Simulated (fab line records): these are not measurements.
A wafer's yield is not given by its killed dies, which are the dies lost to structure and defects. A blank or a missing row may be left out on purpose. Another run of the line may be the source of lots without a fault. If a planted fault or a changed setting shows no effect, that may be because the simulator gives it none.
What tool caused it? | flow ritCmos | 21 wafers from 7 lots sampled at 2 of the route's 202 steps

## WHAT THE GAUGES READ, wafer by wafer
RIT_SDANNEAL_RS_MEAS_06: the measuring method here is four-point-probe.
lot  | measured    | on           | PLDD_RS (ohm/sq)
L276 | day 3 12:22 | filmMetro-03 | 178.9 178.7 178.8
L278 | day 3 21:40 | filmMetro-03 | 179.5 179.6 179.2
L280 | day 4 07:45 | filmMetro-03 | 179.5 180.0 180.1
L282 | day 4 18:10 | filmMetro-03 | 179.3 179.6 180.7
L285 | day 5 09:11 | filmMetro-03 | 187.0 187.5 187.3
L293 | day 7 00:15 | filmMetro-03 | 179.9 180.1 180.3
L297 | day 7 22:23 | filmMetro-03 | 178.3 179.5 178.8

## TOOL THAT RAN EACH LOT (tool first, then ch and the chambers of the sampled wafers, then the start)
lot  | RIT_PLDD_IMPLANT_08
L276 | implanter-03 ch 0, day 3 05:44
L278 | implanter-04 ch 0, day 3 15:07
L280 | implanter-03 ch 0, day 4 01:19
L282 | implanter-04 ch 0, day 4 11:38
L285 | implanter-03 ch 0, day 5 01:44
L293 | implanter-01 ch 0, day 6 17:44
L297 | implanter-04 ch 0, day 7 15:35
- RIT_PLDD_IMPLANT_08

## THE ANSWER, worked out from the rows above alone
Rule: the lots themselves supply what counts as usual. The widest of any qualifying gaps counts: lots, ordered by their means at a reading, are off when they make up no more than a third of the lots, leave a main group of 4 or more, and stand apart from it by 3 or more times the standard deviation of that group's means. The tables above print the reading to a certain number of digits; a main group whose means all agree to those digits is not used. Also off: a lot with no number at a reading for which 4 or more lots have one. The other lots that the step has rows for count as sound.
Off: L285, seen at RIT_SDANNEAL_RS_MEAS_06 (PLDD_RS). The main group: mean 179.5 ohm/sq, standard deviation 0.5.
If a tool, at a process step before that reading, ran all the lots that are off and no sound lot after the first of them, it fits. Gauges at RIT_SDANNEAL_RS_MEAS_06: tried the same way as those tools. One fits: implanter-03 at RIT_PLDD_IMPLANT_08. A fault onset in the window from L280 (day 4 01:19, its last sound lot) to L285 (day 5 01:44, its first lot off) fits.

## WHAT THE SIMULATOR PUT IN
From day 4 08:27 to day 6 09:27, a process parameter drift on implanter-03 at RIT_PLDD_IMPLANT_08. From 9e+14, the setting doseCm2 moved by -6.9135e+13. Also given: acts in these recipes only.
Lots struck among those shown: L285. Same finding as the rule above.
